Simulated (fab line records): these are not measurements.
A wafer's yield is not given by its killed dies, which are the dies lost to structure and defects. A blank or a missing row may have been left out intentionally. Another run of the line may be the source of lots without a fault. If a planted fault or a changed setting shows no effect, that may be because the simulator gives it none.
The tool behind it: which one?	flow berkeley-cmos170	14 lots, 42 wafers sampled, at 4 steps of a route of 331

WHAT THE GAUGES READ, wafer by wafer
UCB170_SILICIDE_RS_MEAS_02: measurement is done with a four-point probe. Usual: SILICIDE_TI_RS 26.2 ohm/sq, standard deviation 0.35.
lot	measured	on	SILICIDE_TI_RS (ohm/sq)	flag
L738	day 7 04:04	film-metro-03	25.7 25.8 25.7	
L739	day 7 07:37	film-metro-04	26.3 26.3 26.4	
L742	day 7 16:35	film-metro-03	26.0 26.3 26.4	
L744	day 8 05:21	film-metro-03	25.6 25.6 25.8	
L743	day 8 05:40	film-metro-02	26.2 26.6 26.4	
L746	day 8 16:02	film-metro-04	26.0 26.4 26.1	
L747	day 8 21:32	film-metro-04	26.1 26.4 26.2	
L753	day 10 01:38	film-metro-03	26.6 26.7 26.8	
L752	day 10 00:25	film-metro-02	26.3 26.4 26.6	
L755	day 10 12:41	film-metro-03	26.3 26.4 26.2	
L757	day 11 04:32	film-metro-04	26.2 26.1 26.2	
L758	day 11 14:46	film-metro-03	26.5 26.1 26.3	
L759	day 11 15:03	film-metro-02	25.6 25.7 25.9	
L760	day 11 15:12	film-metro-03	26.5 26.5 26.4	

UCB170_V2_OVL_MEAS_13. Usual: V2_OVL -7 nm, standard deviation 5.
lot	measured	on	V2_OVL (nm)	flag
L738	day 7 23:53	overlay-01	-16 -18 -17	
L739	day 8 05:56	overlay-02	-5 -6 -9	
L742	day 8 10:48	overlay-01	-4 -5 -13	
L744	day 9 02:34	overlay-01	-10 -10 -10	
L743	day 9 02:23	overlay-02	-9 -5 -10	
L746	day 9 13:38	overlay-02	-6 -5 -1	
L747	day 9 17:05	overlay-02	-8 -13 -7	
L753	day 10 21:23	overlay-01	-9 -8 -13	
L752	day 10 20:57	overlay-01	-14 0 -14	
L755	day 11 08:41	overlay-01	-12 -7 -8	
L757	day 11 23:17	overlay-01	-4 -2 -9	
L758	day 12 10:36	overlay-01	-7 -5 -9	
L759	day 12 10:56	overlay-02	-17 -14 -5	
L760	day 12 11:13	overlay-02	-2 -5 -8	

EACH LOT AND THE TOOL THAT RAN IT (in order: tool; ch and the chambers of the sampled wafers; start)
lot	UCB170_GATE_ETCH_14	UCB170_M2_METAL_ETCH_18
L738	rie-diel-01 ch 0,3, day 6 10:42	rie-metal-01 ch 0,1, day 7 20:09
L739	rie-diel-01 ch 0,2,3, day 6 17:20	rie-metal-03 ch 0,1, day 8 03:36
L742	rie-diel-03 ch 0,2, day 7 01:07	rie-metal-03 ch 0,1, day 8 08:19
L744	rie-diel-03 ch 0,1,2, day 7 10:25	rie-metal-04 ch 0,1, day 8 23:12
L743	rie-diel-01 ch 0,1,3, day 7 10:32	rie-metal-03 ch 0,1, day 8 22:43
L746	rie-diel-02 ch 0,1,3, day 8 04:28	rie-metal-03 ch 0, day 9 10:47
L747	rie-diel-01 ch 0,1,2, day 8 07:50	rie-metal-04 ch 0,1, day 9 14:43
L753	rie-diel-01 ch 0,1, day 9 07:47	rie-metal-01 ch 0, day 10 18:07
L752	rie-diel-03 ch 0,1, day 9 08:01	rie-metal-04 ch 0,1, day 10 17:51
L755	rie-diel-03 ch 0,1,3, day 9 19:57	rie-metal-01 ch 0,1, day 11 06:02
L757	rie-diel-02 ch 2,3, day 10 11:12	rie-metal-03 ch 0,1, day 11 20:58
L758	rie-diel-02 ch 2,3, day 10 18:11	rie-metal-03 ch 0,1, day 12 07:58
L759	rie-diel-03 ch 0,1,2, day 10 18:26	rie-metal-04 ch 0,1, day 12 08:16
L760	rie-diel-02 ch 1,2, day 10 19:43	rie-metal-03 ch 0,1, day 12 08:35
- UCB170_GATE_ETCH_14: etches BARC in N2/H2.
- UCB170_M2_METAL_ETCH_18: etches Al in Cl2/BCl3, stops on SiO2, target depth 1170 nm, time 195 s.

WHAT THE TOOLS THEMSELVES READ (means of the sampled wafers that have a number; where no wafer has one, the mark that the record gives instead)
UCB170_GATE_ETCH_14. Usual: drypump-motor-current-A 5.7 A, standard deviation 0.41; h2-flow-sccm 200.0 sccm, standard deviation 0.63; oes-product-au 1.004 a.u., standard deviation 0.014; throttle-valve-pct 13.32 %, standard deviation 0.21.
lot	tool	drypump-motor-current-A (A)	h2-flow-sccm (sccm)	oes-product-au (a.u.)	throttle-valve-pct (%)	flag
L738	rie-diel-01	5.5	200.2	1.002	13.29	
L739	rie-diel-01	5.7	199.8	1.013	13.19	
L742	rie-diel-03	5.1	199.8	1.001	13.42	
L744	rie-diel-03	5.3	200.0	1.016	13.36	
L743	rie-diel-01	5.6	199.8	1.006	13.21	
L746	rie-diel-02	5.7	199.9	1.010	13.53	
L747	rie-diel-01	5.9	200.0	1.013	13.10	
L753	rie-diel-01	5.7	200.8	1.006	13.14	
L752	rie-diel-03	5.6	199.9	1.013	13.29	
L755	rie-diel-03	5.6	200.2	1.003	13.21	
L757	rie-diel-02	6.0	199.6	1.007	13.60	
L758	rie-diel-02	6.1	199.9	1.000	13.56	
L759	rie-diel-03	5.3	200.5	1.008	13.34	
L760	rie-diel-02	6.1	199.9	1.006	13.47	

UCB170_M2_METAL_ETCH_18. Usual: drypump-motor-current-A 5.9 A, standard deviation 0.48; oes-product-au 0.847 a.u., standard deviation 0.02; throttle-valve-pct 24.28 %, standard deviation 0.14.
lot	tool	drypump-motor-current-A (A)	oes-product-au (a.u.)	throttle-valve-pct (%)	flag
L738	rie-metal-01	5.7	0.862	24.28	
L739	rie-metal-03	6.2	0.842	24.35	
L742	rie-metal-03	6.1	0.843	24.35	
L744	rie-metal-04	5.5	0.840	24.08	
L743	rie-metal-03	6.2	0.855	24.34	
L746	rie-metal-03	6.1	0.838	24.33	
L747	rie-metal-04	5.5	0.830	24.10	
L753	rie-metal-01	5.4	0.845	24.38	
L752	rie-metal-04	5.5	0.829	24.08	
L755	rie-metal-01	5.7	0.869	24.27	
L757	rie-metal-03	6.2	0.840	24.35	
L758	rie-metal-03	6.2	0.835	24.35	
L759	rie-metal-04	5.5	0.839	24.08	
L760	rie-metal-03	6.2	0.836	24.35	

THE ANSWER, worked out from the rows above alone
Rule: a lot is off if the mean of its wafers that have a number lies more than 3 standard deviations from the usual mean. Also off: a lot with no number at a reading for which 4 or more lots have one. Where the step has rows for the other lots, those lots are counted as sound. The gauges are gone through in route order, then the tools' own readings, and for those a lot's mean is taken as printed above. At the first step where some lot is off, the reading lying furthest off is the one used; lots without a number count as furthest.
No lot is off at any reading shown: from this, nothing can be told.

WHAT HAD BEEN PUT IN BY THE SIMULATOR
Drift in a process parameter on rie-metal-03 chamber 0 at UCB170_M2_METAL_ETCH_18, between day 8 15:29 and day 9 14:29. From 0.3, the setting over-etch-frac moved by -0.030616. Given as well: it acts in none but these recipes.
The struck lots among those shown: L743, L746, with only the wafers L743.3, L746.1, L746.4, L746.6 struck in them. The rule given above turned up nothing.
